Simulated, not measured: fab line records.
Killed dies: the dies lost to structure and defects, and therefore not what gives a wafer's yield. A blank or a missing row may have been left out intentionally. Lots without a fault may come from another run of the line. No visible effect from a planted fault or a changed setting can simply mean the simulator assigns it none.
Struck lot and sound lot, side by side    flow rit-cmos    15 steps out of a route of 202
Sound: the wafers L888.2, L888.3, L888.5. The struck wafers were L896.4, L896.5, L896.6. Last of all comes the cause.
Each step with rows lists, per side, the tool, then ch with its chambers, then its first start. Under that, the readings that differ: sound wafers    struck wafers    difference of the means    sigmas: that difference in standard deviations of wafers without a fault.
alike: same words and numbers on both sides, and readings whose means sit less than 2 such deviations apart. not compared: any withheld reading, any reading some wafer has no value for, any bound like >300 that may hide the same value, and any number with overlapping values for which the record gives no deviation.
The two part at a step that has a row with sigmas, a row that says differs or no value, or rows on one side only. Non-overlapping numbers with no deviation appear without sigmas and do not part them. A reading that every wafer of one side lacks parts them only if that side has two wafers or more.

first, 1 step without rows for these wafers: RIT_CONTACT_CLEAN_14 (cleans in SC2, time 600 s).
RIT_M1_SPUTTER_00: material Al, target thk 400 nm, time 500 s.
  sound: pvd-sputter-02 at day 4 08:59; struck: pvd-sputter-04 at day 6 00:10
  alike: throttle-valve-pct
RIT_M1_RS_MEAS_01: measurement is done with a four-point probe.
  sound: film-metro-04 at day 4 09:17; struck: film-metro-04 at day 6 00:32
  alike: M1_AL_RS
RIT_M1_THK_MEAS_02: measures by xrf.
  sound: film-metro-04 at day 4 09:24; struck: film-metro-04 at day 6 00:37
  alike: M1_AL_THK
then, 6 steps without rows for these wafers: RIT_M1_HMDS_03 (prime time 60 s); RIT_M1_COAT_04 (resist thk 1300 nm); RIT_M1_SOFTBAKE_05 (time 60 s); RIT_M1_EXPOSE_06 (exposes mask M12, target cd 2600 nm); RIT_M1_PEB_07; RIT_M1_DEVELOP_08 (develop time 68 s).
RIT_M1_CD_MEAS_09: target cd 2600 nm.
  sound: cd-sem-01 at day 4 10:22; struck: cd-sem-01 at day 6 01:35
  alike: cd-nm
RIT_M1_OVL_MEAS_10:
  sound: overlay-02 at day 4 10:29; struck: overlay-02 at day 6 01:40
  alike: M1_OVL
RIT_M1_HARDBAKE_11: time 120 s.
  sound on litho-track-04 ch 0, day 4 10:47; struck on litho-track-01 ch 0, day 6 01:49
reading                   sound                 struck                difference  sigmas
heater-power-total-W (W)  52.08 51.94 51.95     53.15 53.17 53.19     +1.18       +20
plate-temp-C (C)          139.92 139.94 139.87  142.43 142.28 142.39  +2.46       +16
RIT_M1_METAL_ETCH_12: etches Al in Cl2/BCl3, stops on SiO2, time 165 s, target depth 600 nm.
  sound on rie-metal-01 ch 0,1, day 4 11:00; struck on rie-metal-01 ch 0,1, day 6 01:59
  alike: bcl3-flow-sccm, drypump-motor-current-A, oes-product-au, throttle-valve-pct
  not compared: rf-hours-counter-h
RIT_M1_PROBE_99:
  record: rows for the struck wafers here (prober-01, day 6 04:20), none for the sound ones

## WHERE THEY PART
Earliest at RIT_M1_HARDBAKE_11; latest, in this record, at RIT_M1_PROBE_99.

WHY: the cause the simulator had injected
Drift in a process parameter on litho-track-01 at RIT_M1_HARDBAKE_11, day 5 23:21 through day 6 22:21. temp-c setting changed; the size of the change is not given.
